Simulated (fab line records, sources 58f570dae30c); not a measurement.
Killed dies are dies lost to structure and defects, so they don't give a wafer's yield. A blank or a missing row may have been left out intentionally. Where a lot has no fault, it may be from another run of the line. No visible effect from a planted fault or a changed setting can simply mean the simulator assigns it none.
Which of the tools did it? ; flow berkeley cmos170 ; 7 lots with 21 wafers sampled at 2 steps, on a route of 331 steps

== WHAT EACH GAUGE READ, for each wafer ==
UCB170_PVT_OVL_MEAS_06.
lot;measured;on;PVT_OVL (nm)
L450;day 5 21:35;overlay-02;-2 -9 0
L455;day 6 20:01;overlay-01;1 2 -1
L459;day 7 17:58;overlay-02;-4 9 0
L462;day 8 12:53;overlay-01;- - -
L464;day 8 17:20;overlay-01;6 7 3
L466;day 9 06:53;overlay-02;-4 -4 -5
L472;day 10 11:41;overlay-02;-1 11 -2

== TOOL THAT RAN EACH LOT (tool first, then ch and the chambers of the sampled wafers, then the start) ==
lot;UCB170_PVT_COAT_01
L450;litho track-04 ch 0, day 5 20:46
L455;litho track-02 ch 0, day 6 19:22
L459;litho track-03 ch 0, day 7 16:38
L462;litho track-02, day 8 12:10
L464;litho track-02 ch 0, day 8 16:39
L466;litho track-03 ch 0, day 9 05:46
L472;litho track-04 ch 0, day 10 10:49
- UCB170_PVT_COAT_01: resist thk 900 nm.

== THE ANSWER, worked out from the rows above alone ==
Rule: the lots themselves supply what counts as usual. The widest of any qualifying gaps counts: lots, ordered by their means at a reading, are off when they make up no more than a third of the lots, leave a main group of 4 or more, and stand apart from it by 3 or more times the standard deviation of that group's means. If all means in a main group match to the digits the tables above print for the reading, that group is not used. A lot without any number at a reading at which 4 lots or more have one is off too. The other lots that the step has rows for count as sound.
Off: L462, at UCB170_PVT_OVL_MEAS_06 (PVT_OVL). Without a number there: L462. Main group: mean 0 nm, sd 3.4.
A tool fits if, at a process step before that reading, it ran every lot that is off, and no sound lot after the first of them. The gauges at UCB170_PVT_OVL_MEAS_06 are tried like those tools. No candidate that was tried fits.

== WHAT THE SIMULATOR HAD INSERTED ==
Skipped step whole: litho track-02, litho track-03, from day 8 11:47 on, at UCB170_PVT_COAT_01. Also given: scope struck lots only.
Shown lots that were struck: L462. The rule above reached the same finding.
